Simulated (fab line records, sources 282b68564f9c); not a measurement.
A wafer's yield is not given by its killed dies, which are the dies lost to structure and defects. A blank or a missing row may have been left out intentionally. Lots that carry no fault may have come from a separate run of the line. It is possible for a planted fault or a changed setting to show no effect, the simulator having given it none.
Comparing a struck lot with a sound one / flow rit_cmos / 18 steps out of a route of 202
Sound: these wafers, L382.1, L382.3, L382.6. Wafers L375.2, L375.3, L375.6 were the ones struck. The cause is given at the end.
Order at every step that has rows: each side's tool, ch and its chambers, its first start. Under that, the readings that differ: sound wafers / struck wafers / difference of the means / sigmas: that difference in standard deviations of wafers without a fault.
alike: readings with means less than 2 such deviations apart, plus words and numbers identical on both sides. not compared: withheld readings, readings lacking a value on some wafer, bounds such as >300 that could conceal the same value, and numbers that have no deviation in the record and whose values overlap.
Wherever a step has rows on one side only, a row that says differs or no value, or a row with sigmas, the two part there. Numbers that don't overlap but have no deviation are shown without sigmas and don't part them. A reading missing from all wafers of one side parts the sides only when that side holds two or more wafers.

first, 1 step without rows for these wafers: RIT_PLDD_IMPLANT_08.
RIT_PLDD_STRIP_09: strips in O2, time 180 s.
  sound on plasma_asher-02 ch 0,1, day 6 13:55; struck on plasma_asher-02 ch 1, day 5 01:31
  alike: drypump_motor_current_A
  not compared: rf_hours_counter_h
RIT_PLDD_TW_MEAS_10:
  sound: film_metro-03 at day 6 14:05; struck: film_metro-02 at day 5 01:41
  alike: PLDD_TW
then, 4 steps without rows for these wafers: RIT_SPACER_CLEAN_00 (cleans in SC1, time 600 s); RIT_SPACER_CLEAN_01 (cleans in dHF, time 30 s); RIT_SPACER_CLEAN_02 (cleans in SC2, time 600 s); RIT_SPACER_CVD_03 (deposits Si3N4 from SiH2Cl2/NH3, target thk 250 nm, time 3300 s).
RIT_SPACER_THK_MEAS_04:
  sound: film_metro-04 at day 6 16:26; struck: film_metro-02 at day 5 04:28
  alike: SPACER_NITRIDE_THK
RIT_SPACER_ETCHBACK_05: etches Si3N4 in SF6/CHF3, stops on SiO2, target depth 250 nm, time 230.9 s.
  sound on rie_diel-03 ch 1,3, day 6 16:29; struck on rie_diel-01 ch 0,2,3, day 5 04:31
  alike: drypump_motor_current_A, oes_product_au, rf_fwd_power_W, throttle_valve_pct
  not compared: rf_hours_counter_h
then, 3 steps without rows for these wafers: RIT_NSD_HMDS_00 (prime time 60 s); RIT_NSD_COAT_01 (resist thk 1000 nm); RIT_NSD_SOFTBAKE_02 (time 60 s).
RIT_NSD_EXPOSE_03: exposes mask M9, target cd 40700 nm.
  sound on iline_stepper-02 ch 0, day 6 17:13; struck on iline_stepper-01 ch 0, day 5 05:09
reading=model.NSD.overlay_x_nm (nm); sound=-1.86 -1.86 -1.86; struck=9.14 9.14 9.14; difference=+11.00; sigmas=
  alike: mask, exposure_dose_mJ_cm2, focus_offset_nm
then, 2 steps without rows for these wafers: RIT_NSD_PEB_04; RIT_NSD_DEVELOP_05 (develop time 50 s).
RIT_NSD_OVL_MEAS_06:
  sound: overlay-01 at day 6 17:37; struck: overlay-01 at day 5 05:35
reading=NSD_OVL (nm); sound=-3.0 -3.9 -4.3; struck=7.5 8.2 8.0; difference=+11.6; sigmas=+6
then, 1 step without rows for these wafers: RIT_NSD_HARDBAKE_07 (time 60 s).
RIT_M1_PROBE_99:
  the record has rows for the struck wafers here (prober-01, day 5 15:47) and none for the sound ones

WHERE THEY PART
At RIT_NSD_OVL_MEAS_06 first; at RIT_M1_PROBE_99 last (within this record only).

WHY: the cause the simulator had injected
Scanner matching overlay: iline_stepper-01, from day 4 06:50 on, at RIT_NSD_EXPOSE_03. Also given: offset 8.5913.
